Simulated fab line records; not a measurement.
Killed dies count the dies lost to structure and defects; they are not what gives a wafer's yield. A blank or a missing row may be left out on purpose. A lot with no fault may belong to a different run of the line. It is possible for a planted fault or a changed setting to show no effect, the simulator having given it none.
What tool caused it? -- flow ritCmos -- 42 wafers from 14 lots sampled at 2 of the route's 202 steps

== WHAT THE GAUGES READ, wafer by wafer ==
RIT_M1_CD_MEAS_90 targets a cd of 2600 nm.
lot,measured,on,cdNm (nm)
L933,day 3 11:40,cdSem-02,2605 2599 2599
L934,day 3 17:32,cdSem-02,2599 2596 2597
L935,day 3 22:56,cdSem-02,2600 2601 2602
L936,day 4 07:41,cdSem-01,2596 2599 2595
L937,day 4 08:52,cdSem-02,2603 2601 2603
L940,day 5 00:47,cdSem-01,2598 2598 2599
L943,day 5 15:24,cdSem-02,2599 2603 2601
L946,day 6 04:50,cdSem-02,2598 2598 2598
L947,day 6 10:31,cdSem-02,2602 2601 2602
L949,day 6 23:41,cdSem-01,2578 2600 2601
L950,day 7 05:26,cdSem-01,2599 2599 2598
L951,day 7 10:17,cdSem-01,2604 2578 2602
L953,day 7 22:32,cdSem-01,2600 2603 2600
L955,day 8 06:02,cdSem-02,2601 2603 2603

== WHICH TOOL RAN EACH LOT (tool, then ch and the chambers of the sampled wafers, then the start) ==
lot,RIT_M1_METAL_ETCH_12
L933,"rieMetal-03 ch 0,1, day 3 11:09"
L934,"rieMetal-01 ch 0,1, day 3 16:59"
L935,"rieMetal-04 ch 0,1, day 3 22:25"
L936,"rieMetal-03 ch 0,1, day 4 07:11"
L937,"rieMetal-01 ch 0,1, day 4 08:21"
L940,"rieMetal-01 ch 0,1, day 5 00:16"
L943,"rieMetal-01 ch 1, day 5 14:50"
L946,"rieMetal-01 ch 0, day 6 04:17"
L947,"rieMetal-04 ch 0,1, day 6 09:58"
L949,"rieMetal-01 ch 0,1, day 6 23:11"
L950,"rieMetal-04 ch 0, day 7 04:44"
L951,"rieMetal-01 ch 0,1, day 7 09:46"
L953,"rieMetal-04 ch 0,1, day 7 22:01"
L955,"rieMetal-03 ch 0,1, day 8 05:32"
- RIT_M1_METAL_ETCH_12: etches Al in Cl2/BCl3, stops on SiO2, time 165 s, target depth 600 nm.

== AS READ BY THE TOOLS THEMSELVES (means over the sampled wafers that have a number; for cases with no such wafer, the mark the record gives instead) ==
RIT_M1_METAL_ETCH_12.
lot,tool,drypumpMotorCurrentA (A),oesProductAu (a.u.),rfFwdPowerW (W),throttleValvePct (%)
L933,rieMetal-03,5.9,0.757,248.4,8.19
L934,rieMetal-01,5.7,0.782,248.7,8.21
L935,rieMetal-04,5.7,0.786,248.7,8.22
L936,rieMetal-03,5.9,0.765,249.6,8.18
L937,rieMetal-01,5.5,0.781,249.4,8.16
L940,rieMetal-01,5.6,0.782,249.5,8.15
L943,rieMetal-01,5.8,0.803,248.3,8.25
L946,rieMetal-01,5.4,0.771,248.9,8.11
L947,rieMetal-04,5.2,0.771,248.7,8.26
L949,rieMetal-01,5.5,0.776,282.1,8.16
L950,rieMetal-04,4.8,0.753,249.0,8.30
L951,rieMetal-01,5.5,0.777,282.6,8.16
L953,rieMetal-04,5.3,0.766,250.0,8.28
L955,rieMetal-03,5.9,0.780,248.7,8.19

== THE ANSWER, worked out from the rows above alone ==
Rule: the usual values come from the lots themselves. The widest of any qualifying gaps counts: lots, ordered by their means at a reading, are off when they make up no more than a third of the lots, leave a main group of 4 or more, and stand apart from it by 3 or more times the standard deviation of that group's means. If all means in a main group match to the digits the tables above print for the reading, that group is not used. Also off: a lot with no number at a reading for which 4 or more lots have one. The other lots that the step has rows for count as sound. After the gauges, taken in route order, come the tools' own readings; for these a lot's mean is taken, as printed above. The first step at which some lot is off is used, and at that step the reading that is off furthest; a lot without a number counts as furthest.
Off, at RIT_M1_METAL_ETCH_12 on rfFwdPowerW: L949, L951. The main group has a mean of 249.0 W with a standard deviation of 0.5.
A tool fits if, at that step or a process step before it, it ran every lot that is off, and no sound lot after the first of them. One fits: rieMetal-01 at RIT_M1_METAL_ETCH_12. A fault onset in the window from L946 (day 6 04:17, its last sound lot) to L949 (day 6 23:11, its first lot off) fits.
On the lots that are off, the tool's own readings at RIT_M1_METAL_ETCH_12 differ by more than 5 times the standard deviation of the sound lots' means, which bears it out; rfFwdPowerW reads 282.4 W there versus 249.0 W on the sound lots.

== WHAT HAD BEEN PUT IN BY THE SIMULATOR ==
rieMetal-01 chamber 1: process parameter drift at RIT_M1_METAL_ETCH_12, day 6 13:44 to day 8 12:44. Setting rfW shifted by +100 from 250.
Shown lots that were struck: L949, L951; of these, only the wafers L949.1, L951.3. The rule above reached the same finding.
